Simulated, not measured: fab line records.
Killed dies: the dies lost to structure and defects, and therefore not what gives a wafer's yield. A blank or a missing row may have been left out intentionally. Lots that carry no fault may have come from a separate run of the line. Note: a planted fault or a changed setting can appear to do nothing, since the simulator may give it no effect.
Which tool was responsible? | flow rit_cmos | 18 wafers sampled from 6 lots at 1 step of a route of 202

== WHAT THE GAUGES READ, wafer by wafer ==
RIT_NWELL_OVL_MEAS_06.
lot  | measured    | on         | NWELL_OVL (nm)
L921 | day 2 03:17 | overlay-02 | 1.3 0.4 0.6
L923 | day 2 16:15 | overlay-01 | 0.5 -0.3 0.9
L926 | day 3 11:04 | overlay-01 | -0.4 0.5 0.9
L928 | day 3 17:19 | overlay-01 | 2.0 1.2 0.7
L934 | day 5 00:29 | overlay-01 | -0.9 0.6 0.2
L936 | day 5 05:55 | overlay-02 | -0.3 -2.5 0.1

== WHICH TOOL RAN EACH LOT (tool, then ch and the chambers of the sampled wafers, then the start) ==
The record shows no process step preceding these readings.

== THE ANSWER, worked out from the rows above alone ==
Rule: what is usual is taken from the lots themselves. The widest of any qualifying gaps counts: lots, ordered by their means at a reading, are off when they make up no more than a third of the lots, leave a main group of 4 or more, and stand apart from it by 3 or more times the standard deviation of that group's means. A main group is skipped when, at the precision printed for the reading in the tables above, its means are all equal. A lot without any number at a reading at which 4 lots or more have one is off too. All remaining lots with rows at the step are treated as sound.
No lot is off on any of the readings shown, so nothing can be concluded from this.

== WHAT THE SIMULATOR HAD PUT IN ==
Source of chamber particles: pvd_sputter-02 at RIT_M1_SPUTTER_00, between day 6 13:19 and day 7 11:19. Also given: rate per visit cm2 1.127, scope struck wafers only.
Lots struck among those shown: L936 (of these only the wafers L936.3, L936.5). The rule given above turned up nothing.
